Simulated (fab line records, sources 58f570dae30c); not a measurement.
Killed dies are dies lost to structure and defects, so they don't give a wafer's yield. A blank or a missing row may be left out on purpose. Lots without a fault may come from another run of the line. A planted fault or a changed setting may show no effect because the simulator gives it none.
A struck lot beside a sound one | flow berkeley_cmos170 | 14 steps out of a route of 331
Sound: wafers L580.2, L580.3, L580.4. Struck: wafers L585.3, L585.4, L585.5. The cause comes at the end.
At each step with rows: each side's tool, then ch and its chambers, then its first start. Under that, the readings that differ: sound wafers | struck wafers | difference of the means | sigmas: that difference in standard deviations of wafers without a fault.
alike: readings whose means differ by less than 2 such deviations, and words and numbers that are the same on both sides. not compared: withheld readings, readings that some wafer has no value for, bounds like >300 that may hide the same value, and numbers for which the record gives no deviation and whose values overlap.
The two part at a step that has a row with sigmas, a row that says differs or no value, or rows on one side only. Numbers that don't overlap but have no deviation are shown without sigmas and don't part them. A reading that every wafer of one side lacks parts them only if that side has two wafers or more.

UCB170_CONTACT_ETCH_18: etches PSG in CHF3/CF4/Ar, stops on TiSi2, target depth 840 nm, time 195 s.
  sound on rie_diel-01 ch 0,1,2; struck on rie_diel-02 ch 0,2
  alike: cf4_flow_sccm, drypump_motor_current_A, mfc_ar_sccm, oes_product_au, throttle_valve_pct
  not compared: rf_hours_counter_h
UCB170_CONTACT_STRIP_19: strips in O2.
  sound on plasma_asher-01 ch 0,1, day 8 13:35; struck on plasma_asher-01 ch 0,1, day 9 21:56
  reading               | sound             | struck            | difference | sigmas
  oes_product_au (a.u.) | 0.729 0.733 0.730 | 0.721 0.725 0.720 | -0.009     | -2
  alike: drypump_motor_current_A
  not compared: rf_hours_counter_h
UCB170_CONTACT_CD_MEAS_90: target cd 700 nm.
  sound on cd_sem-01, day 8 13:43; struck on cd_sem-01, day 9 22:03
  reading    | sound             | struck            | difference | sigmas
  cd_nm (nm) | 699.8 699.0 697.4 | 702.7 701.3 703.5 | +3.8       | +2
then, 1 step without rows for these wafers: UCB170_CONTACT_CLEAN_20 (cleans in SPM, time 600 s).
UCB170_M1_SPUTTER_00: material Al, target thk 600 nm, time 80 s.
  sound on pvd_sputter-03, day 8 13:59; struck on pvd_sputter-04, day 9 22:19
  alike: cathode_dc_power_W, throttle_valve_pct
UCB170_M1_RS_MEAS_01: measures by four-point-probe.
  sound on film_metro-01, day 8 14:04; struck on film_metro-02, day 9 22:25
  alike: M1_AL_RS
UCB170_M1_THK_MEAS_02: measures by xrf.
  sound on film_metro-01, day 8 14:11; struck on film_metro-02, day 9 22:31
  alike: M1_AL_THK
then, 5 steps without rows for these wafers: UCB170_M1_COAT_03; UCB170_M1_COAT_04 (resist thk 900 nm); UCB170_M1_SOFTBAKE_05 (time 60 s); UCB170_M1_EXPOSE_06 (exposes mask METAL1, target cd 700 nm); UCB170_M1_PEB_07.
UCB170_M1_DEVELOP_08: develop time 45 s.
  sound on litho_track-01 ch 0, day 8 16:00; struck on litho_track-03, day 9 23:00
  no value came back on the struck wafers for chill_plate_temp_C (C), develop_time_s (s); on the sound wafers chill_plate_temp_C (C) reads 23.20 23.12 22.93
  reading                             | sound             | struck            | difference | sigmas
  model.KrF_of_M1_COAT_04.thk_nm (nm) | 881.4 880.2 881.9 | 900.1 900.3 900.9 | +19.3      |
UCB170_M1_CD_MEAS_09: target cd 700 nm.
  sound on cd_sem-02, day 8 16:45; struck on cd_sem-02, day 9 23:52
  reading    | sound             | struck | difference                    | sigmas
  cd_nm (nm) | 701.1 702.4 702.3 | - - -  | no value on the struck wafers |

WHERE THEY PART
First at UCB170_CONTACT_STRIP_19; last, within this record, at UCB170_M1_CD_MEAS_09.

WHY: what the simulator had put in
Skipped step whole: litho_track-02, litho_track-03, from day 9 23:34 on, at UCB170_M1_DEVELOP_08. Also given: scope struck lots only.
